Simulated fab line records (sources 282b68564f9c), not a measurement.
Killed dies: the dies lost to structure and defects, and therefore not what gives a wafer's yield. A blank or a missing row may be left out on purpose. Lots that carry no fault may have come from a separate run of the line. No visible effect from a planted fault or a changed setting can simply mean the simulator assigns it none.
fab line records ; flow rit-cmos
[record] lots = 14; wafers = 42; last-day = 7
route steps=202 shown SPACER@128
lots untouched by any fault: they come from a run of this same line in which no faults occurred
start-h: hours from the record's opening day to when the first of the lot's shown wafers began ; wait-h: how many hours have passed since the lot's step before this one ; " unchanged from the row above ; L1.1+2: one row covering several wafers at once ; - no value, or no start was given ; * or withheld: withheld ; < > ~ a bound
route shown NAME@n: names a module that has steps shown in the file, with the first one's number in the route ; usual: mean/standard deviation of fault-free wafers ; same: alike in all rows ; chamber/n: place in a boat ; sites: each site's reading ; _std_site: the values' standard deviation ; _edge_site: outer sites' mean less inner sites' ; radius-mm: for every site, how far away it sits from the centre of the wafer ; mask NAME#n: copy n ; behind: the tool/chamber that last shaped the wafer ; hold: reason for holding the lot/hours on hold/outcome of the hold ; device: the n, p or np transistor that did not switch ; end of line: the same wafers' tests at the end of the route ; where a step has no rows: the recipe by itself ; killed: the dies lost at the first sort to structure and to defects; this is not the yield of the wafer ; map: shows each die of a wafer: x if killed, . if not, _ if none is there
set.NAME: setting as actually run; set.NAME@STEP: the setting as run at that earlier step ; model.NAME: the simulator's own value behind a step, which no gauge read
steps of the route over a sample of lots; a table a step, a row a wafer
services: the hour from which a tool's chamber was out of use, counted from the record's first day as start-h (under 0 if before that day), plus the number of hours and why
[[steps]]
[step RIT_SPACER_CVD_03]
[recipe] material = Si3N4; target-thk-nm = 250; temp-c = 810; precursor = SiH2Cl2/NH3; time-s = 3300; pressure-mtorr = 300; sih2cl2-flow-sccm = 60; nh3-flow-sccm = 150
[usual] spike-tc-centre-C = 812.7/1.4; spike-tc-load-C = 832.5/2.2; spike-tc-source-C = 830.0/2.9; susceptor-temp-C = 810.0/0.38
lot.wafer;tool;chamber;start-h;wait-h;spike-tc-centre-C;spike-tc-load-C;spike-tc-source-C;susceptor-temp-C
L821.2;lpcvd-01;0;51.97;0.0;811.1;830.6;829.6;810.0
L821.4;lpcvd-01;0;51.97;0.0;811.2;831.5;829.5;810.6
L821.6;lpcvd-01;0;51.97;0.0;814.4;830.7;832.4;810.4
L822.1;lpcvd-02;0;53.06;0.8;812.2;836.4;823.8;810.6
L822.4;lpcvd-02;0;53.06;0.8;813.4;836.2;826.1;809.3
L822.6;lpcvd-02;0;53.06;0.8;813.3;833.6;826.5;809.9
L823.1;lpcvd-02;0;65.62;0.0;816.0;836.1;826.2;809.8
L823.5;lpcvd-02;0;65.62;0.0;814.0;834.5;825.0;810.4
L823.6;lpcvd-02;0;65.62;0.0;815.0;835.1;826.8;809.4
L824.1;lpcvd-01;1;67.31;1.5;811.2;833.1;831.1;810.3
L824.2;lpcvd-01;1;67.31;1.5;811.7;831.5;829.2;810.4
L824.3;lpcvd-01;1;67.31;1.5;811.7;831.5;830.3;810.1
L826.1;lpcvd-02;0;81.77;0.0;812.4;834.6;828.6;810.2
L826.2;lpcvd-02;0;81.77;0.0;816.5;836.9;826.2;810.1
L826.4;lpcvd-02;0;81.77;0.0;813.2;834.2;827.7;809.4
L827.2;lpcvd-01;0;88.82;0.9;813.2;831.6;831.3;809.5
L827.3;lpcvd-01;0;88.82;0.9;811.3;829.2;831.0;810.0
L827.5;lpcvd-01;0;88.82;0.9;811.1;830.1;831.5;809.6
L828.1;lpcvd-02;0;90.36;0.0;815.5;836.0;826.7;809.4
L828.3;lpcvd-02;0;90.36;0.0;814.3;833.3;826.7;810.0
L828.4;lpcvd-02;0;90.36;0.0;812.6;834.1;825.0;809.9
L830.1;lpcvd-02;0;95.84;0.0;813.2;835.6;825.8;810.4
L830.2;lpcvd-02;0;95.84;0.0;813.9;835.9;826.9;809.9
L830.4;lpcvd-02;0;95.84;0.0;812.7;834.4;827.5;810.2
L831.4;lpcvd-02;1;100.09;0.0;811.8;832.5;832.0;809.8
L831.5;lpcvd-02;1;100.09;0.0;812.1;831.7;834.4;810.1
L831.6;lpcvd-02;1;100.09;0.0;810.9;832.1;834.4;810.3
L832.1;lpcvd-01;0;106.75;0.0;812.4;829.6;831.8;810.1
L832.2;lpcvd-01;0;106.75;0.0;811.7;829.1;830.0;809.8
L832.4;lpcvd-01;0;106.75;0.0;812.5;829.7;832.3;810.1
L836.1;lpcvd-02;0;123.52;0.0;788.4;808.4;800.9;784.7
L836.5;lpcvd-02;0;123.52;0.0;786.5;809.4;801.5;784.6
L836.6;lpcvd-02;0;123.52;0.0;788.5;809.7;801.7;785.1
L837.2;lpcvd-01;0;127.19;0.0;811.3;827.2;831.9;809.9
L837.4;lpcvd-01;0;127.19;0.0;812.8;828.3;830.7;809.7
L837.5;lpcvd-01;0;127.19;0.0;809.0;830.4;831.5;810.4
L840.1;lpcvd-02;0;143.73;0.0;789.4;810.1;801.1;784.6
L840.4;lpcvd-02;0;143.73;0.0;789.7;808.7;799.4;784.0
L840.6;lpcvd-02;0;143.73;0.0;789.5;810.2;800.4;784.1
L843.3;lpcvd-01;1;163.09;0.0;811.9;831.9;830.9;809.4
L843.4;lpcvd-01;1;163.09;0.0;812.4;832.4;829.8;810.2
L843.5;lpcvd-01;1;163.09;0.0;812.2;830.8;830.3;810.5
[step RIT_SPACER_THK_MEAS_04]
[recipe] reads = Si3N4_of_SPACER_CVD_03
[usual] SPACER_NITRIDE_THK = 250.1/2.7
lot.wafer;tool;chamber;start-h;wait-h;SPACER_NITRIDE_THK[nm]
L821.2;film-metro-02;-;53.89;0.0;247.3
L821.4;film-metro-02;-;53.89;0.0;250.5
L821.6;film-metro-02;-;53.89;0.0;248.2
L822.1;film-metro-04;-;54.97;0.0;245.6
L822.4;film-metro-04;-;54.97;0.0;244.6
L822.6;film-metro-04;-;54.97;0.0;245.8
L823.1;film-metro-03;-;67.54;0.0;251.8
L823.5;film-metro-03;-;67.54;0.0;252.5
L823.6;film-metro-03;-;67.54;0.0;250.8
L824.1;film-metro-02;-;69.23;0.0;247.7
L824.2;film-metro-02;-;69.23;0.0;247.3
L824.3;film-metro-02;-;69.23;0.0;247.1
L826.1;film-metro-02;-;83.69;0.0;255.5
L826.2;film-metro-02;-;83.69;0.0;253.5
L826.4;film-metro-02;-;83.69;0.0;253.2
L827.2;film-metro-03;-;90.74;0.0;248.4
L827.3;film-metro-03;-;90.74;0.0;250.2
L827.5;film-metro-03;-;90.74;0.0;251.4
L828.1;film-metro-03;-;93.23;0.0;250.4
L828.3;film-metro-03;-;93.23;0.0;251.5
L828.4;film-metro-03;-;93.23;0.0;249.3
L830.1;film-metro-02;-;97.76;0.0;250.0
L830.2;film-metro-02;-;97.76;0.0;248.5
L830.4;film-metro-02;-;97.76;0.0;248.3
L831.4;film-metro-02;-;102.03;0.0;243.9
L831.5;film-metro-02;-;102.03;0.0;245.0
L831.6;film-metro-02;-;102.03;0.0;246.4
L832.1;film-metro-03;-;108.67;0.0;248.8
L832.2;film-metro-03;-;108.67;0.0;251.2
L832.4;film-metro-03;-;108.67;0.0;250.0
L836.1;film-metro-02;-;125.43;0.0;159.9
L836.5;film-metro-02;-;125.43;0.0;158.7
L836.6;film-metro-02;-;125.43;0.0;159.5
L837.2;film-metro-02;-;129.12;0.0;251.6
L837.4;film-metro-02;-;129.12;0.0;251.8
L837.5;film-metro-02;-;129.12;0.0;248.9
L840.1;film-metro-04;-;145.65;0.0;158.2
L840.4;film-metro-04;-;145.65;0.0;157.3
L840.6;film-metro-04;-;145.65;0.0;159.9
L843.3;film-metro-03;-;165.03;0.0;250.2
L843.4;film-metro-03;-;165.03;0.0;249.0
L843.5;film-metro-03;-;165.03;0.0;251.1
[step RIT_SPACER_ETCHBACK_05]
[recipe] target-depth-a = 2500; SF6_flow_sccm = 30; CHF3_flow_sccm = 30; target = Si3N4; chemistry = SF6/CHF3; pressure-mtorr = 40; rf-w = 250; time-s = 240; stop-on = SiO2
[usual] drypump-motor-current-A = 5.6/0.52; oes-product-au = 0.847/0.01; throttle-valve-pct = 10.28/0.1
lot.wafer;tool;chamber;start-h;wait-h;drypump-motor-current-A;oes-product-au;rf-hours-counter-h;throttle-valve-pct
L821.2;rie-diel-01;2;53.94;0.0;5.5;0.838;0;10.25
L821.4;rie-diel-01;0;53.94;0.0;4.8;0.853;64;10.37
L821.6;rie-diel-01;1;53.94;0.0;5.9;0.845;-;10.41
L822.1;rie-diel-02;2;55.03;0.1;5.2;0.815;3;10.21
L822.4;rie-diel-02;2;55.03;0.1;5.2;0.828;-;10.22
L822.6;rie-diel-02;0;55.03;0.1;6.1;0.840;-;10.28
L823.1;rie-diel-01;0;67.60;0.1;4.8;0.861;64;10.38
L823.5;rie-diel-01;1;67.60;0.1;5.9;0.855;-;10.42
L823.6;rie-diel-01;2;67.60;0.1;5.5;0.842;-;10.25
L824.1;rie-diel-02;1;69.29;0.1;5.8;0.851;159;10.23
L824.2;rie-diel-02;2;69.29;0.1;5.2;0.831;3;10.23
L824.3;rie-diel-02;1;69.29;0.1;5.8;0.851;-;10.23
L826.1;rie-diel-01;3;83.75;0.1;4.9;0.866;159;10.28
L826.2;rie-diel-01;1;83.75;0.1;5.8;0.845;138;10.41
L826.4;rie-diel-01;0;83.75;0.1;4.7;0.862;65;10.38
L827.2;rie-diel-02;3;90.79;0.0;6.1;0.855;0;10.18
L827.3;rie-diel-02;0;90.79;0.0;6.1;0.852;19;10.28
L827.5;rie-diel-02;1;90.79;0.0;5.8;0.855;-;10.24
L828.1;rie-diel-01;2;93.29;0.1;5.5;0.834;1;10.24
L828.3;rie-diel-01;0;93.29;0.1;4.8;0.852;65;10.39
L828.4;rie-diel-01;1;93.29;0.1;5.8;0.843;138;10.42
L830.1;rie-diel-02;1;97.82;0.1;5.8;0.847;160;10.22
L830.2;rie-diel-02;2;97.82;0.1;5.2;0.838;4;10.22
L830.4;rie-diel-02;3;97.82;0.1;6.1;0.855;0;10.18
L831.4;rie-diel-02;1;102.06;0.0;5.8;0.841;160;10.23
L831.5;rie-diel-02;1;102.06;0.0;5.8;0.841;-;10.23
L831.6;rie-diel-02;2;102.06;0.0;5.2;0.822;-;10.21
L832.1;rie-diel-04;2;108.73;0.1;5.2;0.845;96;10.01
L832.2;rie-diel-04;3;108.73;0.1;6.1;0.844;15;10.21
L832.4;rie-diel-04;0;108.73;0.1;6.4;0.836;4;10.46
L836.1;rie-diel-04;0;125.49;0.1;6.5;0.619;4;10.38
L836.5;rie-diel-04;0;125.49;0.1;6.5;0.615;-;10.41
L836.6;rie-diel-04;1;125.49;0.1;5.9;0.629;-;10.21
L837.2;rie-diel-01;0;129.17;0.0;4.7;0.861;66;10.37
L837.4;rie-diel-01;2;129.17;0.0;5.5;0.854;2;10.26
L837.5;rie-diel-01;3;129.17;0.0;4.9;0.853;-;10.22
L840.1;rie-diel-02;2;145.71;0.1;5.2;0.612;5;10.15
L840.4;rie-diel-02;2;145.71;0.1;5.2;0.612;-;10.16
L840.6;rie-diel-02;0;145.71;0.1;6.1;0.620;-;10.20
L843.3;rie-diel-01;3;165.07;0.0;4.8;0.845;1;10.27
L843.4;rie-diel-01;2;165.07;0.0;5.4;0.838;2;10.25
L843.5;rie-diel-01;3;165.07;0.0;4.9;0.849;-;10.25
[[services]]
tool;chamber;start-h;hours;kind
rie-diel-01;2;33.21;-;clean
rie-diel-01;2;33.21;17.4;scheduled-down
rie-diel-01;2;33.21;17.4;vent-cycle
rie-diel-02;0;39.08;3.2;repair
rie-diel-02;3;42.77;4.6;repair
rie-diel-02;3;52.75;-;clean
rie-diel-02;3;52.75;-;consumable-replace:esc
rie-diel-02;3;52.75;23.4;scheduled-down
rie-diel-02;3;52.75;23.4;vent-cycle
rie-diel-02;-;64.26;4.1;repair
rie-diel-02;0;68.20;5.4;repair
rie-diel-01;3;105.95;-;clean
rie-diel-01;3;105.95;18.8;scheduled-down
rie-diel-01;3;105.95;18.8;vent-cycle
rie-diel-02;1;119.49;15.3;repair
rie-diel-02;1;134.80;-;clean
rie-diel-02;1;134.80;30.0;scheduled-down
rie-diel-02;1;134.80;30.0;vent-cycle
rie-diel-01;2;137.42;13.6;repair
rie-diel-01;0;147.65;1.4;repair
rie-diel-02;-;153.71;14.6;pm
[[key]]
[first-sign] step = RIT_SPACER_CVD_03; reading = susceptor-temp-C; direction = down; sigmas = 67; usual = *; struck = *
[effect] step = RIT_SPACER_CVD_03; reading = spike-tc-centre-C; direction = down; sigmas = 17; usual = 812.7; struck = 788.7
[effect] step = RIT_SPACER_THK_MEAS_04; reading = SPACER_NITRIDE_THK; direction = down; sigmas = 34; usual = 250.1; struck = 158.9
[effect] step = RIT_SPACER_ETCHBACK_05; reading = oes-product-au; direction = down; sigmas = 22; usual = 0.847; struck = 0.618
met-at RIT_SPACER_CVD_03
struck-lots L836,L840
struck-wafers L836.1,L836.5,L836.6,L840.1,L840.4,L840.6
tester-left-out L836,L840
onset-between 95.84 123.52
[fault] kind = process-parameter-drift; tool = lpcvd-02; chamber = 0; onset-h = 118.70; steps = RIT_SPACER_CVD_03; channel = temp-c; offset = *; shape = step; end-h = 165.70; acts-in = *; stated = *
// tester-left-out: of these lots the tester's yield and bins aren't shown, on N5 and GAA mostly nor the transistor test; their killed dies are dies lost to structure and defects alone, not to doping, threshold or leakage, so they don't give the yield
